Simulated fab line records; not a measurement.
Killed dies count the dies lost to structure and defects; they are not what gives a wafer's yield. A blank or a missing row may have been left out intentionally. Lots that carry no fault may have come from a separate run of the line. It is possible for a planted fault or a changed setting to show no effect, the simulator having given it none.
Problem report in the 8D (eight disciplines) form, filled by code    flow rit_cmos    the parts of the form that need people (team, actions taken, sign-off) are left out

== 1. THE ISSUE ==
At RIT_PWELL_SOFTBAKE_02, heater_power_total_W averages 33.73 W over 6 wafers from 2 lots, while fault-free wafers read 34.56 W, standard deviation 0.045. Measured from the usual mean, that is -19 standard deviations.
The step: time 60 s.
The first sign was on wafer L982.2 at day 2 23:18, on litho_track-03. The record has a number at this step for 42 wafers belonging to 14 lots. Rule for "out", or "out of limits": more than 4 standard deviations from the usual mean. All remaining wafers that have a number are taken as sound.

== 2. WHAT IT IS, WHAT IT ISN'T ==
question                     is                                  is not
which readings at this step  heater_power_total_W, plate_temp_C  -
which lots                   L982, L986                          L100, L977, L978, L980, L981, L983, L987, L992, L995, L996, L997, L998
which wafers of those lots   all that have a number              -
read on which tools          litho_track-03                      litho_track-01, litho_track-04
when                         from day 2 23:18                    up to then (12 sound wafers); but 24 sound wafers of L100, L983, L987, L992, L995, L996, L997, L998 came after

== 3. SUSPECTS, AND WHAT RULES EACH OUT ==
Counting: a tool at a process step up to the reading stays a suspect if it ran every lot that is out and no sound lot after the first of them.
- litho_track-03 at RIT_PWELL_SOFTBAKE_02 (time 60 s): ruled out as a lasting fault. After its first lot that is out, L982 (day 2 23:18), sound lots L100 ran on it.
Left after counting: nothing in the record.

== 4. THE CAUSE (what the simulator had put in) ==
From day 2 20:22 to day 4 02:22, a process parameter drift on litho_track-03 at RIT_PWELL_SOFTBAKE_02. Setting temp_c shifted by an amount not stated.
Counting ruled it out, wrongly.

== 5. THE EFFECT CHAIN, in route order ==
Each row: a reading whose mean over the struck wafers that have a number lies more than 3 standard deviations from the usual. Only readings for which the record gives a usual standard deviation are gone through. hours: the time from each lot's start at the first step in this table that gives one to its start at this step, as a median over the lots. sigmas: the change in usual standard deviations.
hours  step                   reading               usual    on struck wafers  change  sigmas
0      RIT_PWELL_SOFTBAKE_02  heater_power_total_W  34.56 W  33.73             -0.83   -19
0      RIT_PWELL_SOFTBAKE_02  plate_temp_C          90.02 C  88.51             -1.51   -14
The process steps in it:
- RIT_PWELL_SOFTBAKE_02: time 60 s.

== 6. HOW IT WOULD HAVE BEEN CAUGHT EARLIER ==
First out-of-limits reading in this record: day 2 23:18, which is 3 hours after fault onset at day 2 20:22.
